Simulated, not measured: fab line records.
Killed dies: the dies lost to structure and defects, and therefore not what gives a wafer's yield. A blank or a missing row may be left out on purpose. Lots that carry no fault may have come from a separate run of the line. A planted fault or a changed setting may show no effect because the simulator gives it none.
What tool caused it? -- flow berkeley cmos170 -- 15 lots, 45 wafers sampled, at 2 steps of a route of 331

== WHAT THE GAUGES SHOWED, per wafer ==
UCB170_WELLDRIVE_THK_MEAS_02.
lot,measured,on,WELLDRIVE_OXIDE_THK (nm)
L965,day 4 05:29,film metro-02,203 200 202
L966,day 4 05:34,film metro-02,198 198 202
L967,day 4 10:21,film metro-01,295 310 301
L968,day 4 13:20,film metro-04,198 195 199
L969,day 5 07:42,film metro-02,308 303 302
L970,day 5 03:41,film metro-01,195 196 194
L974,day 5 18:52,film metro-02,301 295 300
L977,day 6 18:22,film metro-02,197 198 195
L978,day 6 18:26,film metro-02,192 191 192
L981,day 7 01:57,film metro-02,198 198 198
L982,day 7 18:48,film metro-04,196 198 198
L984,day 7 18:50,film metro-04,193 194 198
L985,day 7 18:47,film metro-02,195 196 200
L986,day 7 18:47,film metro-01,194 194 193
L987,day 8 11:28,film metro-02,193 191 191

== WHAT TOOL EACH LOT RAN ON (gives the tool, then ch and the chambers of the sampled wafers, and finally the start) ==
lot,UCB170_WELLDRIVE_OXIDATION_01
L965,"furnace-02 ch 0, day 4 01:59"
L966,"furnace-02 ch 0, day 4 01:59"
L967,"furnace-02 ch 0, day 4 01:59"
L968,"furnace-02 ch 0, day 4 09:50"
L969,"furnace-01 ch 0, day 5 00:05 and furnace-03 ch 0, day 5 04:06"
L970,"furnace-01 ch 0, day 5 00:05"
L974,"furnace-01 ch 0, day 5 10:55 and furnace-03 ch 0, day 5 15:18"
L977,"furnace-03 ch 0, day 6 14:52"
L978,"furnace-03 ch 0, day 6 14:52"
L981,"furnace-02 ch 0, day 6 22:26"
L982,"furnace-02 ch 0, day 7 15:16"
L984,"furnace-02 ch 0, day 7 15:16"
L985,"furnace-02 ch 0, day 7 15:16"
L986,"furnace-02 ch 0, day 7 15:16"
L987,"furnace-02 ch 0, day 8 07:58"
- UCB170_WELLDRIVE_OXIDATION_01: target thk 199 nm, ox time 9000 s.

== AS READ BY THE TOOLS THEMSELVES (means over the sampled wafers that have a number; for cases with no such wafer, the mark the record gives instead) ==
The record holds no such reading with a usual standard deviation.

== THE ANSWER, worked out from the rows above alone ==
Rule: the lots themselves supply what counts as usual. The widest of any qualifying gaps counts: lots, ordered by their means at a reading, are off when they make up no more than a third of the lots, leave a main group of 4 or more, and stand apart from it by 3 or more times the standard deviation of that group's means. If all means in a main group match to the digits the tables above print for the reading, that group is not used. A lot without any number at a reading at which 4 lots or more have one is off too. Where the step has rows for the other lots, those lots are counted as sound. Order of review: gauges by route order, followed by the tools' own readings, for which a lot's mean as printed above is used. The first step at which some lot is off is used, and at that step the reading that is off furthest; a lot without a number counts as furthest.
Off: L967, L969, L974, at UCB170_WELLDRIVE_THK_MEAS_02 (WELLDRIVE_OXIDE_THK). The main group has a mean of 196 nm with a standard deviation of 2.8.
A tool fits if, at a process step before that reading, it ran every lot that is off, and no sound lot after the first of them. Gauges at UCB170_WELLDRIVE_THK_MEAS_02: tried the same way as those tools. No candidate that was tried fits.

== WHAT THE SIMULATOR HAD INSERTED ==
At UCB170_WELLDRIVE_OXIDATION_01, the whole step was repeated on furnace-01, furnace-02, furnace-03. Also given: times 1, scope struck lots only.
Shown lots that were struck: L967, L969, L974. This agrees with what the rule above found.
